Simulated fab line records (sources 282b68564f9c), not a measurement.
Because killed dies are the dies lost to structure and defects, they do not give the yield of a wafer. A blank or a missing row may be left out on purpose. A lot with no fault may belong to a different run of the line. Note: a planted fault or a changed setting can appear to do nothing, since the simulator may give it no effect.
fab line records || flow rit_cmos
[record] {"lots": 14, "wafers": 42, "last_day": 7}
route steps=202 shown PWELL@43
lots that met no fault: taken from a fault-free run of the same line
start_h: start of the lot's first displayed wafer, in hours after the record's first day || wait_h: hours since the lot's step before || " unchanged from the row above || L1.1+2: a single row standing in for several wafers || - either no value or no given start || * or withheld: withheld || < > ~ a bound
route shown NAME@n: names a module that has steps shown in the file, with the first one's number in the route || usual: average and standard deviation across the fault-free wafers || same: alike in all rows || chamber/n: place in a boat || sites: each site's reading || _std_site: the values' standard deviation || _edge_site: inner sites' mean taken away from outer sites' mean || radius_mm: how far each site lies from the wafer's centre || mask NAME#n: copy n || behind: the tool/chamber that last shaped the wafer || hold: cause of the lot's hold/its duration in hours/its outcome || device: names the non-switching transistor (n, p or np) || end of line: at the end of the route, the tests of the same wafers || for a step that has no rows: nothing shown but its recipe || killed: count of dies lost to structure and defects at first sort (not the wafer's yield) || map: shows each die of a wafer: x if killed, . if not, _ if none is there
set.NAME: the run value of the setting; set.NAME@STEP: its run value at that earlier step || model.NAME: the simulator's own value behind a step, which no gauge read
steps of the route over a sample of lots; a table a step, a row a wafer
[[steps]]
[step RIT_PWELL_PEB_04]
[recipe] {"resist": "NOVOLAK", "temp_c": "withheld", "time_s": "withheld"}
[usual] {"chill_plate_temp_C": "*", "exhaust_pa": "45.2/0.81"}
{"lot.wafer": "L231.2", "tool": "litho_track-03", "chamber": 0, "start_h": 28.72, "wait_h": 0.1, "chill_plate_temp_C": "*", "exhaust_pa": 46.0}
{"lot.wafer": "L231.3", "tool": "litho_track-03", "chamber": 0, "start_h": 28.72, "wait_h": 0.1, "chill_plate_temp_C": "*", "exhaust_pa": 46.3}
{"lot.wafer": "L231.5", "tool": "litho_track-03", "chamber": 0, "start_h": 28.72, "wait_h": 0.1, "chill_plate_temp_C": "*", "exhaust_pa": 45.2}
{"lot.wafer": "L232.1", "tool": "litho_track-02", "chamber": 0, "start_h": 33.10, "wait_h": 0.1, "chill_plate_temp_C": "*", "exhaust_pa": 44.8}
{"lot.wafer": "L232.3", "tool": "litho_track-02", "chamber": 0, "start_h": 33.10, "wait_h": 0.1, "chill_plate_temp_C": "*", "exhaust_pa": 45.1}
{"lot.wafer": "L232.4", "tool": "litho_track-02", "chamber": 0, "start_h": 33.10, "wait_h": 0.1, "chill_plate_temp_C": "*", "exhaust_pa": 44.5}
{"lot.wafer": "L233.2", "tool": "litho_track-01", "chamber": 0, "start_h": 37.73, "wait_h": 0.1, "chill_plate_temp_C": "*", "exhaust_pa": 45.4}
{"lot.wafer": "L233.4", "tool": "litho_track-01", "chamber": 0, "start_h": 37.73, "wait_h": 0.1, "chill_plate_temp_C": "*", "exhaust_pa": 44.9}
{"lot.wafer": "L233.5", "tool": "litho_track-01", "chamber": 0, "start_h": 37.73, "wait_h": 0.1, "chill_plate_temp_C": "*", "exhaust_pa": 46.7}
{"lot.wafer": "L235.2", "tool": "litho_track-01", "chamber": 0, "start_h": 48.75, "wait_h": 0.2, "chill_plate_temp_C": "*", "exhaust_pa": 46.0}
{"lot.wafer": "L235.3", "tool": "litho_track-01", "chamber": 0, "start_h": 48.75, "wait_h": 0.2, "chill_plate_temp_C": "*", "exhaust_pa": 46.2}
{"lot.wafer": "L235.5", "tool": "litho_track-01", "chamber": 0, "start_h": 48.75, "wait_h": 0.2, "chill_plate_temp_C": "*", "exhaust_pa": 47.4}
{"lot.wafer": "L236.1", "tool": "litho_track-02", "chamber": 0, "start_h": 51.54, "wait_h": 0.1, "chill_plate_temp_C": "*", "exhaust_pa": 45.2}
{"lot.wafer": "L236.2", "tool": "litho_track-02", "chamber": 0, "start_h": 51.54, "wait_h": 0.1, "chill_plate_temp_C": "*", "exhaust_pa": 45.3}
{"lot.wafer": "L236.4", "tool": "litho_track-02", "chamber": 0, "start_h": 51.54, "wait_h": 0.1, "chill_plate_temp_C": "*", "exhaust_pa": 44.5}
{"lot.wafer": "L237.2", "tool": "litho_track-03", "chamber": 0, "start_h": 60.85, "wait_h": 0.1, "chill_plate_temp_C": "*", "exhaust_pa": 43.8}
{"lot.wafer": "L237.3", "tool": "litho_track-03", "chamber": 0, "start_h": 60.85, "wait_h": 0.1, "chill_plate_temp_C": "*", "exhaust_pa": 42.9}
{"lot.wafer": "L237.6", "tool": "litho_track-03", "chamber": 0, "start_h": 60.85, "wait_h": 0.1, "chill_plate_temp_C": "*", "exhaust_pa": 43.9}
{"lot.wafer": "L238.1", "tool": "litho_track-02", "chamber": 0, "start_h": 64.57, "wait_h": 0.1, "chill_plate_temp_C": "*", "exhaust_pa": 44.9}
{"lot.wafer": "L238.2", "tool": "litho_track-02", "chamber": 0, "start_h": 64.57, "wait_h": 0.1, "chill_plate_temp_C": "*", "exhaust_pa": 46.2}
{"lot.wafer": "L238.3", "tool": "litho_track-02", "chamber": 0, "start_h": 64.57, "wait_h": 0.1, "chill_plate_temp_C": "*", "exhaust_pa": 46.2}
{"lot.wafer": "L239.2", "tool": "litho_track-02", "chamber": 0, "start_h": 71.46, "wait_h": 0.1, "chill_plate_temp_C": "*", "exhaust_pa": 46.2}
{"lot.wafer": "L239.5", "tool": "litho_track-02", "chamber": 0, "start_h": 71.46, "wait_h": 0.1, "chill_plate_temp_C": "*", "exhaust_pa": 44.8}
{"lot.wafer": "L239.6", "tool": "litho_track-02", "chamber": 0, "start_h": 71.46, "wait_h": 0.1, "chill_plate_temp_C": "*", "exhaust_pa": 45.8}
{"lot.wafer": "L240.1", "tool": "litho_track-03", "chamber": 0, "start_h": 74.66, "wait_h": 0.1, "chill_plate_temp_C": "*", "exhaust_pa": 46.0}
{"lot.wafer": "L240.3", "tool": "litho_track-03", "chamber": 0, "start_h": 74.66, "wait_h": 0.1, "chill_plate_temp_C": "*", "exhaust_pa": 45.4}
{"lot.wafer": "L240.5", "tool": "litho_track-03", "chamber": 0, "start_h": 74.66, "wait_h": 0.1, "chill_plate_temp_C": "*", "exhaust_pa": 43.6}
{"lot.wafer": "L249.2", "tool": "litho_track-01", "chamber": "-", "start_h": 117.38, "wait_h": 0.1, "chill_plate_temp_C": "-", "exhaust_pa": "-"}
{"lot.wafer": "L249.4", "tool": "litho_track-01", "chamber": "-", "start_h": 117.38, "wait_h": 0.1, "chill_plate_temp_C": "-", "exhaust_pa": "-"}
{"lot.wafer": "L249.5", "tool": "litho_track-01", "chamber": "-", "start_h": 117.38, "wait_h": 0.1, "chill_plate_temp_C": "-", "exhaust_pa": "-"}
{"lot.wafer": "L250.1", "tool": "litho_track-01", "chamber": "-", "start_h": 124.56, "wait_h": 0.1, "chill_plate_temp_C": "-", "exhaust_pa": "-"}
{"lot.wafer": "L250.5", "tool": "litho_track-01", "chamber": "-", "start_h": 124.56, "wait_h": 0.1, "chill_plate_temp_C": "-", "exhaust_pa": "-"}
{"lot.wafer": "L250.6", "tool": "litho_track-01", "chamber": "-", "start_h": 124.56, "wait_h": 0.1, "chill_plate_temp_C": "-", "exhaust_pa": "-"}
{"lot.wafer": "L251.1", "tool": "litho_track-02", "chamber": 0, "start_h": 129.31, "wait_h": 0.1, "chill_plate_temp_C": "*", "exhaust_pa": 44.4}
{"lot.wafer": "L251.2", "tool": "litho_track-02", "chamber": 0, "start_h": 129.31, "wait_h": 0.1, "chill_plate_temp_C": "*", "exhaust_pa": 45.0}
{"lot.wafer": "L251.5", "tool": "litho_track-02", "chamber": 0, "start_h": 129.31, "wait_h": 0.1, "chill_plate_temp_C": "*", "exhaust_pa": 45.0}
{"lot.wafer": "L252.1", "tool": "litho_track-02", "chamber": 0, "start_h": 133.77, "wait_h": 0.1, "chill_plate_temp_C": "*", "exhaust_pa": 45.6}
{"lot.wafer": "L252.3", "tool": "litho_track-02", "chamber": 0, "start_h": 133.77, "wait_h": 0.1, "chill_plate_temp_C": "*", "exhaust_pa": 44.3}
{"lot.wafer": "L252.6", "tool": "litho_track-02", "chamber": 0, "start_h": 133.77, "wait_h": 0.1, "chill_plate_temp_C": "*", "exhaust_pa": 45.8}
{"lot.wafer": "L253.1", "tool": "litho_track-01", "chamber": 0, "start_h": 138.79, "wait_h": 0.1, "chill_plate_temp_C": "*", "exhaust_pa": 45.3}
{"lot.wafer": "L253.5", "tool": "litho_track-01", "chamber": 0, "start_h": 138.79, "wait_h": 0.1, "chill_plate_temp_C": "*", "exhaust_pa": 43.7}
{"lot.wafer": "L253.6", "tool": "litho_track-01", "chamber": 0, "start_h": 138.79, "wait_h": 0.1, "chill_plate_temp_C": "*", "exhaust_pa": 44.2}
[[key]]
[first_sign] {"step": "RIT_PWELL_PEB_04", "reading": "tool_record", "direction": "missing"}
effect none on later readings
met_at RIT_PWELL_PEB_04
struck_lots L249,L250
sort_left_out L249.2,L249.4,L249.5,L250.1,L250.5,L250.6
tester_left_out L249,L250
onset_between 48.75 117.38
[fault] {"kind": "skipped_step_whole", "tool": "litho_track-01", "chamber": "-", "onset_h": 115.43, "steps": "RIT_PWELL_PEB_04", "scope": "struck_lots_only"}
// tester_left_out: of these lots the tester's yield and bins aren't shown, on N5 and GAA mostly nor the transistor test; their killed dies are dies lost to structure and defects alone, not to doping, threshold or leakage, so they don't give the yield
// sort_left_out: the simulated sort isn't trusted on such a fault, so these wafers' sort isn't shown, and their yield isn't known
